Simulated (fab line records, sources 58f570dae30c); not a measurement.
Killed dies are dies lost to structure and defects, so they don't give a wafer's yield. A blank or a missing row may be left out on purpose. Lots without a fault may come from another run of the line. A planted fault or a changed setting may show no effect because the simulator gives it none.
One fault seen from 2 desks | flow berkeley_cmos170 | each desk has only its own numbers; what lay behind them comes last

THE METROLOGY DESK
What the gauges read, lot by lot, whatever tool the lot ran on: means of the sampled wafers that have a number. A lot is out of limits, marked OUT, if its mean lies more than 4 standard deviations from the usual mean; the brackets give that distance.
Columns: A = PWELL_NITRIDE_THK at UCB170_PWELL_THK_MEAS_06, usual 218.9 nm; B = WELLDRIVE_OXIDE_THK at UCB170_WELLDRIVE_THK_MEAS_02, usual 200 nm; C = PFIELD_OVL at UCB170_PFIELD_OVL_MEAS_06, usual 0 nm
lot  | first seen here | A     | B   | C
L994 | day 3 07:13     | 218.9 | 203 | 0
L996 | day 3 07:13     | 217.2 | 194 | -0
L997 | day 3 16:44     | 220.8 | 199 | -3
L998 | day 3 23:52     | 216.9 | 204 | -4
L100 | day 4 07:20     | 219.3 | 203 | -1
L102 | day 4 20:13     | 221.7 | 200 | -1
L103 | day 4 20:13     | 225.1 | 198 | 0
L104 | day 5 05:44     | 218.7 | 193 | -0
L106 | day 5 05:44     | 219.4 | 201 | -3
L111 | day 6 06:37     | 209.5 | 201 | 3
L116 | day 7 12:44     | 217.6 | 199 | 11
L115 | day 7 15:37     | 218.8 | 206 | 2
L117 | day 7 15:37     | 220.1 | 205 | -9
This desk's finding: nothing out of limits on any of the 13 lots.

THE TOOL OWNER'S DESK: lpcvd-01
The tool's own readings at UCB170_PWELL_CVD_05 (deposits Si3N4 from SiH2Cl2/NH3, target thk 220 nm, time 3300 s): means of the sampled wafers that have a number, for each lot that ran on this tool. A lot is out of limits, marked OUT, if its mean lies more than 4 standard deviations from the usual mean; the brackets give that distance.
Columns: A = nh3_flow_sccm at UCB170_PWELL_CVD_05, usual 75.01 sccm
lot  | first seen here | A
L994 | day 3 05:17     | 74.93
L996 | day 3 05:17     | 75.10
L997 | day 3 14:49     | 74.97
L998 | day 3 21:56     | 75.01
L100 | day 4 04:28     | 75.13
L111 | day 6 04:42     | 74.78
This desk's finding: nothing out of limits on any of the 6 lots.

PUT TOGETHER
The metrology desk saw nothing out of limits.
The tool owner's desk saw nothing out of limits.

WHAT THE SIMULATOR HAD PUT IN
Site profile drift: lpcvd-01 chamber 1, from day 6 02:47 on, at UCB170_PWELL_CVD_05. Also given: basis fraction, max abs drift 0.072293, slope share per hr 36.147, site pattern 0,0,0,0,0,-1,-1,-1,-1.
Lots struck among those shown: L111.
